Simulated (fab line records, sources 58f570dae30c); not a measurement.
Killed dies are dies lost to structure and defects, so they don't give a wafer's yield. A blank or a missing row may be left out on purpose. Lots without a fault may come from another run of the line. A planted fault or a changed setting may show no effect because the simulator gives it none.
Which tool did it? | flow berkeley_cmos170 | 10 lots, 30 wafers sampled, at 4 steps of a route of 331

WHAT THE GAUGES READ, wafer by wafer
UCB170_M3_OVL_MEAS_16. Usual: M3_OVL -2 nm, standard deviation 5.3.
lot  | measured     | on         | M3_OVL (nm) | flag
L288 | day 8 19:24  | overlay-01 | 2 -10 -6    |
L289 | day 8 18:59  | overlay-01 | -1 -6 -5    |
L290 | day 9 04:03  | overlay-02 | -6 -10 -5   |
L291 | day 9 17:49  | overlay-01 | -10 -8 -13  |
L292 | day 9 18:13  | overlay-01 | -11 -11 -6  |
L293 | day 9 17:41  | overlay-02 | -4 -1 -9    |
L300 | day 12 04:54 | overlay-02 | 9 0 3       |
L301 | day 12 04:31 | overlay-02 | 0 -5 -4     |
L304 | day 13 02:10 | overlay-02 | 5 9 8       |
L305 | day 13 00:40 | overlay-02 | 0 -7 -1     |

WHICH TOOL RAN EACH LOT (tool, then ch and the chambers of the sampled wafers, then the start)
lot  | UCB170_ACTIVE_CVD_05       | UCB170_V2_CMP_02              | UCB170_V2_ETCH_14
L288 | lpcvd-02 ch 1, day 4 21:05 | cmp-01 ch 0,1,2, day 8 14:44  | rie_diel-03 ch 2,3, day 8 16:37
L289 | lpcvd-02 ch 0, day 4 21:05 | cmp-02 ch 1,2,3, day 8 14:19  | rie_diel-02 ch 0,3, day 8 16:16
L290 | lpcvd-02 ch 0, day 5 03:25 | cmp-02 ch 1,2,3, day 8 23:14  | rie_diel-04 ch 1,2,3, day 9 01:14
L291 | lpcvd-01 ch 1, day 5 17:16 | cmp-01 ch 1,2,3, day 9 12:53  | rie_diel-04 ch 0,3, day 9 14:45
L292 | lpcvd-01 ch 0, day 5 17:16 | cmp-02 ch 0,1,3, day 9 13:10  | rie_diel-02 ch 0,1,2, day 9 14:54
L293 | lpcvd-01 ch 0, day 5 17:16 | cmp-02 ch 0,1,3, day 9 12:55  | rie_diel-03 ch 0,2,3, day 9 14:37
L300 | lpcvd-01 ch 0, day 7 11:20 | cmp-02 ch 1,3, day 11 21:25   | rie_diel-02 ch 1,2,3, day 12 01:49
L301 | lpcvd-01 ch 0, day 7 11:20 | cmp-01 ch 0,2,3, day 11 21:54 | rie_diel-04 ch 0,1,2, day 12 01:32
L304 | lpcvd-02 ch 0, day 8 06:38 | cmp-02 ch 1,3, day 12 19:49   | rie_diel-04 ch 0,1,3, day 12 22:58
L305 | lpcvd-02 ch 0, day 8 06:38 | cmp-02 ch 0,2,3, day 12 17:40 | rie_diel-04 ch 0,2,3, day 12 20:34
- UCB170_ACTIVE_CVD_05: deposits Si3N4 from SiH2Cl2/NH3, target thk 220 nm, time 3300 s.
- UCB170_V2_CMP_02: polishes SiO2.
- UCB170_V2_ETCH_14: etches SiO2 in CHF3/CF4/Ar, stops on Al, target depth 1250 nm, time 291 s.

WHAT THE TOOLS THEMSELVES READ (means of the sampled wafers that have a number; where no wafer has one, the mark that the record gives instead)
UCB170_ACTIVE_CVD_05. Usual: sih2cl2_flow_sccm 24.99 sccm, standard deviation 0.08.
lot  | tool     | sih2cl2_flow_sccm (sccm) | flag
L288 | lpcvd-02 | 25.00                    |
L289 | lpcvd-02 | 24.98                    |
L290 | lpcvd-02 | 24.96                    |
L291 | lpcvd-01 | 25.06                    |
L292 | lpcvd-01 | 25.05                    |
L293 | lpcvd-01 | 25.04                    |
L300 | lpcvd-01 | 25.05                    |
L301 | lpcvd-01 | 25.01                    |
L304 | lpcvd-02 | 25.00                    |
L305 | lpcvd-02 | 24.90                    |

UCB170_V2_CMP_02. Usual: motor_current_A 16.8 A, standard deviation 2.1.
lot  | tool   | motor_current_A (A) | flag
L288 | cmp-01 | 18.3                |
L289 | cmp-02 | 15.9                |
L290 | cmp-02 | 17.0                |
L291 | cmp-01 | 18.1                |
L292 | cmp-02 | 15.4                |
L293 | cmp-02 | 16.0                |
L300 | cmp-02 | 16.3                |
L301 | cmp-01 | 16.0                |
L304 | cmp-02 | 16.0                |
L305 | cmp-02 | 16.3                |

UCB170_V2_ETCH_14. Usual: drypump_motor_current_A 5.3 A, standard deviation 0.39; mfc_ar_sccm 150.0 sccm, standard deviation 0.49; oes_product_au 0.871 a.u., standard deviation 0.012; throttle_valve_pct 6.92 %, standard deviation 0.13.
lot  | tool        | drypump_motor_current_A (A) | mfc_ar_sccm (sccm) | oes_product_au (a.u.) | throttle_valve_pct (%) | flag
L288 | rie_diel-03 | 5.4                         | 150.3              | 0.868                 | 6.78                   |
L289 | rie_diel-02 | 4.9                         | 150.1              | 0.878                 | 6.75                   |
L290 | rie_diel-04 | 5.3                         | 150.0              | 0.867                 | 6.98                   |
L291 | rie_diel-04 | 5.3                         | 149.8              | 0.872                 | 7.02                   |
L292 | rie_diel-02 | 5.2                         | 150.6              | 0.873                 | 6.92                   |
L293 | rie_diel-03 | 5.5                         | 150.2              | 0.875                 | 6.87                   |
L300 | rie_diel-02 | 5.3                         | 150.2              | 0.866                 | 6.99                   |
L301 | rie_diel-04 | 5.2                         | 149.7              | 0.865                 | 7.05                   |
L304 | rie_diel-04 | 5.4                         | 150.0              | 0.871                 | 6.99                   |
L305 | rie_diel-04 | 5.2                         | 150.0              | 0.869                 | 7.02                   |

THE ANSWER, worked out from the rows above alone
Rule: a lot is off if the mean of its wafers that have a number lies more than 3 standard deviations from the usual mean. A lot without any number at a reading at which 4 lots or more have one is off too. The other lots that the step has rows for count as sound. The gauges are gone through in route order, then the tools' own readings, and for those a lot's mean is taken as printed above. The first step at which some lot is off is used, and at that step the reading that is off furthest; a lot without a number counts as furthest.
No lot is off at any reading shown: from this, nothing can be told.

WHAT THE SIMULATOR HAD PUT IN
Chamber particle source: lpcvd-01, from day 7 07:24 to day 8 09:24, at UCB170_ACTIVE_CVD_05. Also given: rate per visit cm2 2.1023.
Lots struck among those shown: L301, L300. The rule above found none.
